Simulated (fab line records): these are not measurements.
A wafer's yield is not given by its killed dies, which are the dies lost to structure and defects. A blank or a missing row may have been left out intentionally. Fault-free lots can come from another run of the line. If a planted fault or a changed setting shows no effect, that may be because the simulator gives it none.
Comparing a struck lot with a sound one | flow rit-cmos | 16 out of 202 route steps
Sound: these wafers, L776.1, L776.2, L776.6. Wafers struck: L780.2, L780.3, L780.4. The cause comes at the end.
Each step with rows lists, per side, the tool, then ch with its chambers, then its first start. Under that, the readings that differ: sound wafers | struck wafers | difference of the means | sigmas: that difference in standard deviations of wafers without a fault.
alike: same words and numbers on both sides, and readings whose means sit less than 2 such deviations apart. not compared: any withheld reading, any reading some wafer has no value for, any bound like >300 that may hide the same value, and any number with overlapping values for which the record gives no deviation.
The two part at a step that has a row with sigmas, a row that says differs or no value, or rows on one side only. Non-overlapping numbers with no deviation appear without sigmas and do not part them. Lack of a reading on every wafer of one side parts them only where that side has two or more wafers.

first, 4 steps without rows for these wafers: RIT_ACTIVE_SOFTBAKE_07 (time 60 s); RIT_ACTIVE_EXPOSE_08 (exposes mask M1, target cd 1400 nm); RIT_ACTIVE_PEB_09; RIT_ACTIVE_DEVELOP_10 (develop time 50 s).
RIT_ACTIVE_CD_MEAS_11: the cd target is 1400 nm.
  sound: cd-sem-02 at day 2 15:57; struck: cd-sem-02 at day 3 14:49
  alike: cd-nm
then, 1 step without rows for these wafers: RIT_ACTIVE_HARDBAKE_12 (time 60 s).
RIT_ACTIVE_ETCH_13: etches Si3N4 in SF6, stops on SiO2, time 205.4 s, target depth 210 nm.
  sound on rie-diel-03 ch 1,3, day 2 16:13; struck on rie-diel-02 ch 0,1,3, day 3 15:04
  alike: drypump-motor-current-A, oes-product-au, throttle-valve-pct
  not compared: rf-hours-counter-h
RIT_ACTIVE_STRIP_14: strips in O2, time 180 s.
  sound on plasma-asher-04 ch 0,1, day 2 16:21; struck on plasma-asher-04 ch 0,1, day 3 15:12
  alike: drypump-motor-current-A
  not compared: rf-hours-counter-h
RIT_ACTIVE_CD_MEAS_90: the cd target is 1400 nm.
  sound: cd-sem-01 at day 2 16:32; struck: cd-sem-01 at day 3 15:24
  alike: cd-nm
then, 3 steps without rows for these wafers: RIT_ACTIVE_CLEAN_15 (cleans in SC1, time 600 s); RIT_ACTIVE_CLEAN_16 (cleans in dHF, time 30 s); RIT_ACTIVE_CLEAN_17 (cleans in SC2, time 600 s).
RIT_FOX1_OXIDATION_00: target thk 350.7 nm, ox time 1130 s.
  sound on furnace-04 ch 0, day 2 19:13; struck on furnace-04 ch 0, day 3 15:53
  reading                                     | sound                | struck               | difference | sigmas
  spike-tc-centre-C (C)                       | 1103.3 1101.0 1103.6 | 1127.4 1128.6 1128.1 | +25.4      | +25
  spike-tc-load-C (C)                         | 1128.7 1126.4 1127.3 | 1153.6 1151.9 1152.5 | +25.2      | +21
  spike-tc-source-C (C)                       | 1125.4 1126.6 1124.0 | 1150.3 1151.4 1149.8 | +25.2      | +15
  tube-center-temp-C (C)                      | 1100 1100.1 1100.1   | 1125 1125.1 1124.9   | +25        | +99 or more
  tube_center_temp_C_max                      | 1102.7 1102.4 1103.2 | 1127.4 1127.7 1127.2 | +24.7      | +56
  model.SiO2_of_FOX1_OXIDATION_00.thk-nm (nm) | 345.8 342.6 345.9    | 382.7 381 382.4      | +37.3      |
RIT_FOX1_THK_MEAS_01:
  sound: film-metro-03 at day 2 20:32; struck: film-metro-04 at day 3 17:12
  reading             | sound       | struck      | difference | sigmas
  FOX1_OXIDE_THK (nm) | 346 343 346 | 383 381 383 | +37        | +6
then, 1 step without rows for these wafers: RIT_FOX1_WET_ETCH_02 (etches SiO2 in BOE, target depth 350 nm, time 390 s).
RIT_M1_PROBE_99:
  sound: prober-02 at day 4 14:16; struck: prober-01 at day 5 15:04
  reading                        | sound          | struck         | difference | sigmas
  model.etest.pldd.width-nm (nm) | 3176 3180 3173 | 3172 3158 3156 | -14        |
  alike: killed-at-front-end, killed-dies, killed-open, killed-short
  not compared: model.etest.nldd.width-nm, model.etest.nplus-sal.width-nm, model.etest.pplus-sal.width-nm

WHERE THEY PART
Last at RIT_FOX1_THK_MEAS_01 as far as this record goes, first at RIT_FOX1_OXIDATION_00. Later steps at which nothing parts them and some readings are alike: RIT_M1_PROBE_99.

WHY: whatever the simulator had introduced
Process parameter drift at RIT_FOX1_OXIDATION_00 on furnace-04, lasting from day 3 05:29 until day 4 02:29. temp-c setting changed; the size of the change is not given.
